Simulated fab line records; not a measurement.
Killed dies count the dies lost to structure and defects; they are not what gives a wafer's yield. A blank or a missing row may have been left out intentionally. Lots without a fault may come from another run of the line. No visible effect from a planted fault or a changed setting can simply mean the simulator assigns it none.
Comparing a struck lot with a sound one + flow berkeley_cmos170 + 20 steps out of a route of 331
Sound: wafers L318.2, L318.3, L318.6. The struck wafers were L323.1, L323.4, L323.6. The cause comes at the end.
Order at every step that has rows: each side's tool, ch and its chambers, its first start. Under that, the readings that differ: sound wafers + struck wafers + difference of the means + sigmas: that difference in standard deviations of wafers without a fault.
alike: words and numbers the same on both sides, and readings whose means are apart by under 2 such deviations; not compared: readings that were withheld, readings missing a value for some wafer, numbers with overlapping values and no deviation given by the record, and bounds like >300 which may hide the same value.
The two part at a step that has a row with sigmas, a row that says differs or no value, or rows on one side only. Numbers that have no deviation but don't overlap get no sigmas and don't part them. A reading that every wafer of one side lacks parts them only if that side has two wafers or more.

first, 1 step without rows for these wafers: UCB170_ACTIVE_EXPOSE_10 (exposes mask ACTIVE, target cd 1200 nm).
UCB170_ACTIVE_PEB_11:
  sound on litho_track-03 ch 0, day 5 00:12; struck on litho_track-04 ch 0, day 6 06:04
  alike: plate_sensor_t_centre_C, plate_sensor_t_edge_C
then, 1 step without rows for these wafers: UCB170_ACTIVE_DEVELOP_12 (develop time 45 s).
UCB170_ACTIVE_CD_MEAS_13: the cd target is 1200 nm.
  sound on cd_sem-02, day 5 00:29; struck on cd_sem-02, day 6 06:20
  alike: cd_nm
UCB170_ACTIVE_OVL_MEAS_14:
  sound on overlay-02, day 5 00:36; struck on overlay-01, day 6 06:28
  alike: ACTIVE_OVL
UCB170_ACTIVE_ETCH_15: etches Si3N4 in CH3F/Ar/O2, stops on SiO2, target depth 242 nm, time 151 s.
  sound on rie_diel-03 ch 1,3, day 5 00:38; struck on rie_diel-03 ch 2,3, day 6 06:30
  alike: drypump_motor_current_A, oes_product_au, throttle_valve_pct
  not compared: rf_hours_counter_h
UCB170_ACTIVE_STRIP_16: strips in O2.
  sound on plasma_asher-02 ch 0,1, day 5 00:44; struck on plasma_asher-04 ch 0,1, day 6 06:36
| reading                     | sound       | struck      | difference | sigmas |
|-----------------------------|-------------|-------------|------------|--------|
| drypump_motor_current_A (A) | 5.1 4.9 4.9 | 6.3 6.2 6.3 | +1.3       | +2     |
  alike: oes_product_au, strip_time_to_endpoint_s
  not compared: rf_hours_counter_h
UCB170_ACTIVE_CD_MEAS_90: the cd target is 1200 nm.
  sound on cd_sem-02, day 5 00:51; struck on cd_sem-02, day 6 06:42
  alike: cd_nm
then, 4 steps without rows for these wafers: UCB170_ACTIVE_CLEAN_17 (cleans in SPM, time 600 s); UCB170_PFIELD_HMDS_00 (prime time 60 s); UCB170_PFIELD_COAT_01 (resist thk 900 nm); UCB170_PFIELD_SOFTBAKE_02 (time 60 s).
UCB170_PFIELD_EXPOSE_03: exposes mask PFIELD, target cd 1500 nm.
  sound on krf_scanner-02 ch 0, day 5 01:51; struck on krf_scanner-02 ch 0, day 6 10:34
| reading | sound                      | struck                  | difference | sigmas |
|---------|----------------------------|-------------------------|------------|--------|
| mask    | PFIELD#0 PFIELD#0 PFIELD#0 | NWELL#0 NWELL#0 NWELL#0 | differs    |        |
then, 2 steps without rows for these wafers: UCB170_PFIELD_PEB_04; UCB170_PFIELD_DEVELOP_05 (develop time 45 s).
UCB170_PFIELD_OVL_MEAS_06:
  sound on overlay-01, day 5 02:14; struck on overlay-02, day 6 11:26
| reading         | sound  | struck | difference                    | sigmas |
|-----------------|--------|--------|-------------------------------|--------|
| PFIELD_OVL (nm) | 7 6 -1 | - - -  | no value on the struck wafers |        |
then, 1 step without rows for these wafers: UCB170_PFIELD_IMPLANT_07.
UCB170_PFIELD_STRIP_08: strips in O2.
  sound on plasma_asher-03 ch 1, day 5 02:25; struck on plasma_asher-04 ch 0,1, day 6 11:38
  alike: drypump_motor_current_A, oes_product_au, strip_time_to_endpoint_s
  not compared: rf_hours_counter_h
UCB170_PFIELD_TW_MEAS_09:
  sound on film_metro-02, day 5 02:31; struck on film_metro-01, day 6 11:59
| reading   | sound       | struck   | difference | sigmas      |
|-----------|-------------|----------|------------|-------------|
| PFIELD_TW | 603 607 602 | 30 30 30 | -574       | -99 or more |
  not compared: hold
UCB170_M3_PROBE_99:
  rows exist in the record for the sound wafers here (prober-01, day 8 17:25), none for the struck ones

WHERE THEY PART
At UCB170_ACTIVE_STRIP_16 first; at UCB170_M3_PROBE_99 last (within this record only).

WHY: whatever the simulator had introduced
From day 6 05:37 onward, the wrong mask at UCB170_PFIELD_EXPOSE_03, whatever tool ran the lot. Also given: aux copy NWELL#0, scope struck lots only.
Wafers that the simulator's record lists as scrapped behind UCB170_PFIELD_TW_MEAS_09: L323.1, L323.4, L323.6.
